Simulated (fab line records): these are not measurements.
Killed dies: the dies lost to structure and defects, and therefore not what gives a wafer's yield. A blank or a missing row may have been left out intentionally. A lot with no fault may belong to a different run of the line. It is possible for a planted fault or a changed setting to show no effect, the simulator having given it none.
The tool behind it: which one? -- flow rit cmos -- 7 lots, 21 wafers sampled, at 2 steps of a route of 202

== WHAT THE GAUGES SHOWED, per wafer ==
RIT_M1_CD_MEAS_90: target cd 2600 nm.
lot,measured,on,cd nm (nm)
L541,day 3 22:43,cd sem-01,2596 2594 2597
L544,day 4 14:18,cd sem-02,2593 2596 2594
L547,day 5 07:39,cd sem-02,2599 2600 2599
L550,day 5 19:58,cd sem-01,2600 2603 2598
L555,day 6 20:19,cd sem-01,2609 2608 2611
L559,day 7 12:55,cd sem-01,2598 2599 2599
L562,day 8 07:34,cd sem-01,2602 2598 2600

== WHICH TOOL RAN EACH LOT (tool, then ch and the chambers of the sampled wafers, then the start) ==
lot,RIT_M1_METAL_ETCH_12
L541,"rie metal-03 ch 0,1, day 3 22:13"
L544,"rie metal-03 ch 0,1, day 4 13:47"
L547,"rie metal-03 ch 0,1, day 5 07:07"
L550,"rie metal-03 ch 0,1, day 5 19:26"
L555,"rie metal-03 ch 0,1, day 6 19:49"
L559,"rie metal-02 ch 0,1, day 7 12:23"
L562,"rie metal-02 ch 0,1, day 8 06:58"
- RIT_M1_METAL_ETCH_12: etches Al in Cl2/BCl3, stops on SiO2, time 165 s, target depth 600 nm.

== THE ANSWER, worked out from the rows above alone ==
Rule: what is usual is taken from the lots themselves. The widest of any qualifying gaps counts: lots, ordered by their means at a reading, are off when they make up no more than a third of the lots, leave a main group of 4 or more, and stand apart from it by 3 or more times the standard deviation of that group's means. A main group is skipped when, at the precision printed for the reading in the tables above, its means are all equal. Also off: a lot with no number at a reading for which 4 or more lots have one. All remaining lots with rows at the step are treated as sound.
Off: L555, at RIT_M1_CD_MEAS_90 (cd nm). For the main group the mean is 2598 nm and the standard deviation 2.3.
If a tool, at a process step before that reading, ran all the lots that are off and no sound lot after the first of them, it fits. Gauges at RIT_M1_CD_MEAS_90: tried the same way as those tools. One fits: RIT_M1_METAL_ETCH_12 on rie metal-03. A fault onset in the window from L550 (day 5 19:26, its last sound lot) to L555 (day 6 19:49, its first lot off) fits.

== WHAT THE SIMULATOR PUT IN ==
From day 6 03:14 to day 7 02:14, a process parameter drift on rie metal-03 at RIT_M1_METAL_ETCH_12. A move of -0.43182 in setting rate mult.
Lots struck among those shown: L555. The rule given above showed the same thing.
